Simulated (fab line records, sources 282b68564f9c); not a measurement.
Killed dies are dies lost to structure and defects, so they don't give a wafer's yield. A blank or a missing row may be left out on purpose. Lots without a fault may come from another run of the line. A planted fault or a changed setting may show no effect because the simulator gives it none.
fab line records | flow rit_cmos
record lots=6 wafers=18 last_day=6
route steps=202 shown SILICIDE@163 CONTACT@168
lots that met no fault: from a run of the same line without faults
start_h: hours from the record's first day to the start of the lot's first wafer shown | wait_h: hours since the lot's step before | " the same as in the row above | L1.1+2: a row that stands for several wafers | - no value, or no start given | * or withheld: withheld | < > ~ a bound
route shown NAME@n: a module of which the file shows steps, and the number in the route of the first | usual: mean/standard deviation of fault-free wafers | same: alike in all rows | chamber/n: place in a boat | sites: the reading at each site | _std_site: their standard deviation | _edge_site: outer sites' mean less inner sites' | radius_mm: how far each site lies from the wafer's centre | mask NAME#n: copy n | behind: the tool/chamber that last shaped the wafer | hold: why the lot was held/for how many hours/how that ended | device: the transistor (n, p or np) that didn't switch | end of line: the same wafers' tests at the end of the route | a step without rows: its recipe alone | killed: dies lost to structure and defects at the first sort, not the wafer's yield | map: a wafer's dies, x killed, . not, _ none there
set.NAME: the setting as run; set.NAME@STEP: as run at that earlier step | model.NAME: the simulator's own value behind a step, which no gauge read
lots at some steps of the route; a table a step, a row a wafer
services: from which hour (start_h, from the record's first day; less than 0 if before it) a tool's chamber was out of use, for how many hours, and why
## steps
# step RIT_SILICIDE_RS_MEAS_02
# recipe thk_meas_gauge=four-point-probe reads=Ti_of_SILICIDE_SPUTTER_01
# usual SILICIDE_TI_RS=47.6/0.93
# columns lot.wafer tool chamber start_h wait_h SILICIDE_TI_RS[ohm/sq]
L604.1 film_metro-02 - 81.84 0.1 46.5
L604.2 " - " " 45.9
L604.3 " - " " 47.8
L605.1 film_metro-02 - 84.82 0.1 45.8
L605.2 " - " " 46.5
L605.6 " - " " 46.0
L610.1 film_metro-02 - 103.51 0.1 47.2
L610.2 " - " " 47.7
L610.3 " - " " 47.2
L611.3 film_metro-04 - 109.85 0.1 48.4
L611.4 " - " " 48.2
L611.6 " - " " 48.0
L615.1 film_metro-02 - 132.11 0.1 47.6
L615.3 " - " " 48.0
L615.5 " - " " 47.7
L618.3 film_metro-04 - 148.27 0.1 46.7
L618.4 " - " " 48.1
L618.6 " - " " 46.4
# step RIT_SILICIDE_THK_MEAS_03
# recipe thk_meas_gauge=xrf reads=Ti_of_SILICIDE_SPUTTER_01
# usual SILICIDE_TI_THK=30.6/0.48
# columns lot.wafer tool chamber start_h wait_h SILICIDE_TI_THK[nm]
L604.1 film_metro-02 - 81.96 0.1 31.1
L604.2 " - " " 31.3
L604.3 " - " " 30.4
L605.1 film_metro-02 - 84.94 0.1 31.3
L605.2 " - " " 31.1
L605.6 " - " " 31.2
L610.1 film_metro-02 - 103.63 0.1 30.6
L610.2 " - " " 30.5
L610.3 " - " " 30.8
L611.3 film_metro-04 - 109.95 0.1 30.0
L611.4 " - " " 30.2
L611.6 " - " " 30.2
L615.1 film_metro-02 - 132.23 0.1 30.5
L615.3 " - " " 30.2
L615.5 " - " " 30.5
L618.3 film_metro-04 - 148.37 0.1 31.1
L618.4 " - " " 30.3
L618.6 " - " " 31.2
# step RIT_SILICIDE_RTA_04
# recipe temp_c=650 time_s=10 idle_temp_c=25 ramp_up_s=5 ramp_down_s=5 cool_to_c=25 ambient=N2
# usual wafer_temp_C_max=652.6/0.85
# columns lot.wafer tool chamber start_h wait_h wafer_temp_C_max
L604.1 rtp_anneal-02 0 82.02 0.1 652.9
L604.2 " 0 " " 651.8
L604.3 " 0 " " 652.1
L605.1 rtp_anneal-02 0 85.00 0.1 651.3
L605.2 " 0 " " 652.1
L605.6 " 0 " " 653.0
L610.1 rtp_anneal-02 0 103.69 0.1 652.0
L610.2 " 0 " " 651.5
L610.3 " 0 " " 652.5
L611.3 rtp_anneal-01 0 110.01 0.1 653.8
L611.4 " 0 " " 654.4
L611.6 " 0 " " 653.7
L615.1 rtp_anneal-01 0 132.29 0.1 653.1
L615.3 " 0 " " 654.0
L615.5 " 0 " " 652.5
L618.3 rtp_anneal-02 0 148.44 0.1 652.4
L618.4 " 0 " " 652.1
L618.6 " 0 " " 651.6
# step RIT_SILICIDE_WET_ETCH_05
# recipe chemistry=SPM target=Ti temp_c=90 time_s=120 dry=n2_spin
# step RIT_SILICIDE_RTA_06
# recipe temp_c=750 time_s=10 idle_temp_c=25 ramp_up_s=5 ramp_down_s=10 cool_to_c=25 ambient=N2
# usual wafer_temp_C_max=753.4/1.1
# columns lot.wafer tool chamber start_h wait_h wafer_temp_C_max
L604.1 rtp_anneal-01 0 82.14 0.0 753.3
L604.2 " 0 " " 754.4
L604.3 " 0 " " 755.7
L605.1 rtp_anneal-01 0 85.10 0.0 754.9
L605.2 " 0 " " 752.2
L605.6 " 0 " " 754.0
L610.1 rtp_anneal-01 0 103.80 0.0 754.8
L610.2 " 0 " " 753.3
L610.3 " 0 " " 753.1
L611.3 rtp_anneal-02 0 110.12 0.0 751.6
L611.4 " 0 " " 752.4
L611.6 " 0 " " 752.8
L615.1 rtp_anneal-02 0 132.40 0.0 752.0
L615.3 " 0 " " 752.4
L615.5 " 0 " " 751.7
L618.3 rtp_anneal-01 0 148.55 0.0 753.4
L618.4 " 0 " " 753.5
L618.6 " 0 " " 754.1
# step RIT_CONTACT_CVD_00
# recipe material=SiO2 target_thk_nm=400 precursor=TEOS temp_c=390 time_s=61 rf_w=400
# usual heater_power_w=306/42
# columns lot.wafer tool chamber start_h wait_h heater_power_w
L604.1 pecvd-04 2 82.20 0.1 227
L604.2 " 0 " " 289
L604.3 " 1 " " 283
L605.1 pecvd-02 2 85.17 0.1 270
L605.2 " 1 " " 348
L605.6 " 1 " " 364
L610.1 pecvd-04 1 103.87 0.1 302
L610.2 " 0 " " 316
L610.3 " 2 " " 217
L611.3 pecvd-02 1 110.17 0.0 356
L611.4 " 1 " " 358
L611.6 " 0 " " 289
L615.1 pecvd-01 0 132.47 0.1 284
L615.3 " 1 " " 261
L615.5 " 0 " " 302
L618.3 pecvd-01 0 148.59 0.0 289
L618.4 " 2 " " 389
L618.6 " 1 " " 269
# step RIT_CONTACT_THK_MEAS_01
# recipe reads=SiO2_of_CONTACT_CVD_00
# usual CONTACT_TEOS_THK=401/5.8
# columns lot.wafer tool chamber start_h wait_h CONTACT_TEOS_THK[nm]
L604.1 film_metro-01 - 82.25 0.0 398
L604.2 " - " " 394
L604.3 " - " " 397
L605.1 film_metro-02 - 85.22 0.0 397
L605.2 " - " " 393
L605.6 " - " " 400
L610.1 film_metro-01 - 103.92 0.0 396
L610.2 " - " " 400
L610.3 " - " " 398
L611.3 film_metro-03 - 110.24 0.0 398
L611.4 " - " " 400
L611.6 " - " " 406
L615.1 film_metro-03 - 132.52 0.0 400
L615.3 " - " " 405
L615.5 " - " " 411
L618.3 film_metro-01 - 148.66 0.0 395
L618.4 " - " " 412
L618.6 " - " " 405
# step RIT_CONTACT_HMDS_02
# recipe prime_time_s=60 prime_temp_c=140
# step RIT_CONTACT_COAT_03
# recipe resist=NOVOLAK spin_rpm=3250 resist_thk_nm=1000
# step RIT_CONTACT_SOFTBAKE_04
# recipe resist=NOVOLAK temp_c=90 time_s=60
# step RIT_CONTACT_EXPOSE_05
# recipe mask_id=M11 na=0.6 source_shape=conventional sigma_outer=0.5 target_cd_nm=1000 dose_mj=250
# step RIT_CONTACT_PEB_06
# recipe resist=NOVOLAK temp_c=withheld time_s=withheld
# step RIT_CONTACT_DEVELOP_07
# recipe resist=NOVOLAK develop_time_s=120 dev_temp_c=23
# usual chill_plate_temp_C=23.02/0.11 develop_time_s=120/0 exhaust_pa=45.2/0.93
# columns lot.wafer tool chamber start_h wait_h chill_plate_temp_C develop_time_s exhaust_pa
L604.1 litho_track-03 - 83 - - - -
L604.2 " - " " - - -
L604.3 " - " " - - -
L605.1 litho_track-02 - 86 - - - -
L605.2 " - " " - - -
L605.6 " - " " - - -
L610.1 litho_track-02 0 104 - 23.12 120 46.5
L610.2 " 0 " " 22.97 120 44.6
L610.3 " 0 " " 23.07 120 46.0
L611.3 litho_track-03 0 111 - 23.07 120 44.5
L611.4 " 0 " " 23.00 120 44.8
L611.6 " 0 " " 23.09 120 45.4
L615.1 litho_track-02 0 133 - 23.04 120 44.9
L615.3 " 0 " " 23.07 120 45.5
L615.5 " 0 " " 23.13 120 46.1
L618.3 litho_track-04 0 149 - 22.98 120 45.7
L618.4 " 0 " " 23.04 120 46.2
L618.6 " 0 " " 23.00 120 46.8
# step RIT_CONTACT_CD_MEAS_08
# recipe target_cd_nm=1000
# usual cd_nm=1000.0/2.2
# columns lot.wafer tool chamber start_h wait_h cd_nm
L604.1 cd_sem-02 - 83.57 - -
L604.2 " - " " -
L604.3 " - " " -
L605.1 cd_sem-02 - 86.38 - -
L605.2 " - " " -
L605.6 " - " " -
L610.1 cd_sem-02 - 105.07 - 1002.8
L610.2 " - " " 1003.1
L610.3 " - " " 1003.1
L611.3 cd_sem-02 - 111.28 - 998.8
L611.4 " - " " 1000.1
L611.6 " - " " 999.9
L615.1 cd_sem-01 - 133.55 - 998.0
L615.3 " - " " 998.0
L615.5 " - " " 997.6
L618.3 cd_sem-02 - 149.71 - 998.7
L618.4 " - " " 997.9
L618.6 " - " " 999.8
## services
# columns tool chamber start_h hours kind
pecvd-04 - 106.70 6.0 pm
## key
first_sign step=RIT_CONTACT_DEVELOP_07 reading=tool_record direction=missing
effect none on later readings
met_at RIT_CONTACT_DEVELOP_07
struck_wafers L604.1,L604.2,L604.3,L605.1,L605.2,L605.6
later_rows_left_out L604.1,L604.2,L604.3,L605.1,L605.2,L605.6
sort_left_out L604.1,L604.2,L604.3,L605.1,L605.2,L605.6
tester_left_out L604,L605
fault kind=skipped_step_whole tool=litho_track-02,litho_track-03 chamber=- onset_h=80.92 steps=RIT_CONTACT_DEVELOP_07 scope=struck_lots_only
# tester_left_out: of these lots the tester's yield and bins aren't shown, on N5 and GAA mostly nor the transistor test; their killed dies are dies lost to structure and defects alone, not to doping, threshold or leakage, so they don't give the yield
# sort_left_out: the simulated sort isn't trusted on such a fault, so these wafers' sort isn't shown, and their yield isn't known
# later_rows_left_out: the simulator's readings of these wafers behind a module that went badly wrong aren't trusted and aren't shown, but for the sort
